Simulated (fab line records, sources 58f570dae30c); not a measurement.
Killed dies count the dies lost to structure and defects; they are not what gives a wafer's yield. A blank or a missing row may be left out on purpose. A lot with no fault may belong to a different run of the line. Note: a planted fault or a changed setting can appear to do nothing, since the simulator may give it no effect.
Which tool is to blame? -- flow berkeley-cmos170 -- 14 lots with 42 wafers sampled at 2 steps, on a route of 331 steps

== WHAT THE GAUGES READ, wafer by wafer ==
UCB170_PSD_CD_MEAS_06 targets a cd of 1200 nm.
lot,measured,on,cd-nm (nm)
L217,day 7 11:28,cd-sem-02,1200.9 1201.3 1202.6
L218,day 7 11:40,cd-sem-02,1199.6 1200.1 1200.6
L219,day 8 04:44,cd-sem-01,1196.0 1198.2 1197.6
L220,day 8 04:58,cd-sem-01,1199.9 1199.7 1199.6
L221,day 8 05:04,cd-sem-02,1200.8 1200.4 1200.8
L222,day 8 12:17,cd-sem-02,1201.8 1202.0 1203.3
L223,day 8 12:33,cd-sem-01,1200.6 1199.4 1199.9
L226,day 9 05:44,cd-sem-01,1203.6 1203.9 1204.1
L225,day 9 06:02,cd-sem-02,1199.0 1198.7 1199.0
L230,day 10 15:36,cd-sem-01,1204.0 1203.0 1201.7
L231,day 10 15:53,cd-sem-01,1204.5 1203.5 1205.6
L232,day 10 15:58,cd-sem-01,1199.2 1200.4 1198.9
L236,day 11 02:44,cd-sem-01,1202.3 1201.8 1201.7
L238,day 12 02:33,cd-sem-02,1200.2 1199.3 1200.5

== WHAT TOOL EACH LOT RAN ON (gives the tool, then ch and the chambers of the sampled wafers, and finally the start) ==
lot,UCB170_PSD_EXPOSE_03
L217,"krf-scanner-01 ch 0, day 7 10:53"
L218,"krf-scanner-01 ch 0, day 7 11:08"
L219,"krf-scanner-01 ch 0, day 8 04:20"
L220,"krf-scanner-02 ch 0, day 8 04:35"
L221,"krf-scanner-02 ch 0, day 8 04:41"
L222,"krf-scanner-02 ch 0, day 8 11:38"
L223,"krf-scanner-01 ch 0, day 8 11:57"
L226,"krf-scanner-01 ch 0, day 9 05:21"
L225,"krf-scanner-02 ch 0, day 9 05:37"
L230,"krf-scanner-02 ch 0, day 10 14:34"
L231,"krf-scanner-01 ch 0, day 10 14:51"
L232,"krf-scanner-02 ch 0, day 10 15:03"
L236,"krf-scanner-02 ch 0, day 11 01:41"
L238,"krf-scanner-02 ch 0, day 12 02:10"
- UCB170_PSD_EXPOSE_03: exposes mask PSELECT MOD, target cd 1200 nm.

== WHAT THE TOOLS THEMSELVES READ (means of the sampled wafers that have a number; where no wafer has one, the mark that the record gives instead) ==
UCB170_PSD_EXPOSE_03.
lot,tool,exposure-dose-mJ-cm2
L217,krf-scanner-01,29.98
L218,krf-scanner-01,29.97
L219,krf-scanner-01,30.00
L220,krf-scanner-02,29.98
L221,krf-scanner-02,30.03
L222,krf-scanner-02,29.99
L223,krf-scanner-01,29.96
L226,krf-scanner-01,31.10
L225,krf-scanner-02,29.97
L230,krf-scanner-02,30.02
L231,krf-scanner-01,30.89
L232,krf-scanner-02,29.96
L236,krf-scanner-02,29.99
L238,krf-scanner-02,29.97

== THE ANSWER, worked out from the rows above alone ==
Rule: usual is defined by the lots themselves. The widest of any qualifying gaps counts: lots, ordered by their means at a reading, are off when they make up no more than a third of the lots, leave a main group of 4 or more, and stand apart from it by 3 or more times the standard deviation of that group's means. If all means in a main group match to the digits the tables above print for the reading, that group is not used. Also off: a lot with no number at a reading for which 4 or more lots have one. The other lots that the step has rows for count as sound. First the gauges in route order, then the tools' own readings, where a lot's mean is used as printed above. The first step at which some lot is off is used, and at that step the reading that is off furthest; a lot without a number counts as furthest.
Off: L226, L231, at UCB170_PSD_EXPOSE_03 (exposure-dose-mJ-cm2). For the main group the mean is 29.98 and the standard deviation 0.021.
A tool fits if, at that step or a process step before it, it ran every lot that is off, and no sound lot after the first of them. One fits: UCB170_PSD_EXPOSE_03 on krf-scanner-01. A fault onset in the window from L223 (day 8 11:57, its last sound lot) to L226 (day 9 05:21, its first lot off) fits.
The tool's own readings at UCB170_PSD_EXPOSE_03 bear it out: on the lots that are off they differ by more than 5 times the standard deviation of the sound lots' means. exposure-dose-mJ-cm2 reads 31.00 there against 29.98 on the sound lots.

== WHAT WAS PUT IN BY THE SIMULATOR ==
Process parameter drift: krf-scanner-01, from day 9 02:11 on, at UCB170_PSD_EXPOSE_03. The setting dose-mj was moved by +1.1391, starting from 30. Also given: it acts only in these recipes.
Lots struck among those shown: L226, L231. The rule above reached the same finding.
